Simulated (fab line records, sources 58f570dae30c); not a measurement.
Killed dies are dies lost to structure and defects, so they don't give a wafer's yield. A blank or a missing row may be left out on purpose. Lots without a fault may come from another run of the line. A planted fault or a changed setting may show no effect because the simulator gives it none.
Problem report in the 8D (eight disciplines) form, filled by code | flow berkeley_cmos170 | the parts of the form that need people (team, actions taken, sign-off) are left out

1. THE PROBLEM
PLDD_RS at UCB170_SDANNEAL_RS_MEAS_04 reads a mean of 975.2 ohm/sq on 6 wafers of 2 lots; wafers without a fault read 1033.4 ohm/sq with a standard deviation of 2.4. That is -24 standard deviations from the usual mean.
The step: measures by four-point-probe.
First seen on wafer L395.1, day 9 05:10, on film_metro-04. The record holds 42 wafers of 14 lots with a number at this step. Rule for "out", or "out of limits": more than 4 standard deviations from the usual mean. The other wafers with a number count as sound.

2. WHAT IT IS AND WHAT IT IS NOT
question                    | is                           | is not
which readings at this step | PLDD_RS                      | -
which lots                  | L394, L395                   | L387, L388, L389, L390, L391, L396, L397, L398, L399, L407, L408, L410
which wafers of those lots  | all that have a number       | -
read on which gauges        | film_metro-01, film_metro-04 | film_metro-03
when                        | from day 9 05:10             | up to then (15 sound wafers); but 21 sound wafers of L396, L397, L398, L399, L407, L408, L410 came after

3. SUSPECTS, AND WHAT RULES EACH OUT
Counting: a tool at a process step up to the reading stays a suspect if it ran every lot that is out and no sound lot after the first of them.
- the gauge at UCB170_SDANNEAL_RS_MEAS_04: ruled out. The wafers that are out were read on 2 gauges (film_metro-01, film_metro-04).
- furnace-04 at UCB170_SPACER_ANNEAL_02 (time 1800 s): kept. It ran every lot that is out, first L394 (day 8 21:46), and no sound lot after that; its last sound lot up to then is L391 (day 8 01:49).
Left after counting: furnace-04 at UCB170_SPACER_ANNEAL_02.

4. THE CAUSE (what the simulator had put in)
Process parameter drift: furnace-04, from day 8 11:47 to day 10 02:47, at UCB170_SPACER_ANNEAL_02. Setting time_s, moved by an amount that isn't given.
Counting left only this tool.

5. THE CHAIN OF EFFECTS, in route order
Each row: a reading whose mean over the struck wafers that have a number lies more than 3 standard deviations from the usual. Only readings for which the record gives a usual standard deviation are gone through. hours: the time from each lot's start at the first step in this table that gives one to its start at this step, as a median over the lots. sigmas: the change in usual standard deviations.
hours | step                       | reading | usual         | on struck wafers | change | sigmas
0     | UCB170_SDANNEAL_RS_MEAS_04 | PLDD_RS | 1033.4 ohm/sq | 975.2            | -58.2  | -24
0     | UCB170_SDANNEAL_RS_MEAS_05 | NLDD_RS | 617.1 ohm/sq  | 610.4            | -6.7   | -5.6

6. WHAT WOULD HAVE CAUGHT IT SOONER
In this record the first reading out of limits at a measuring or inspecting step was taken at day 9 05:10, 17 hours after the fault began at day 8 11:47.
All the lots that are out (2) had begun UCB170_SPACER_ANNEAL_02 on furnace-04 by day 9 05:10. A hold on the tool at that time would have spared none of them.
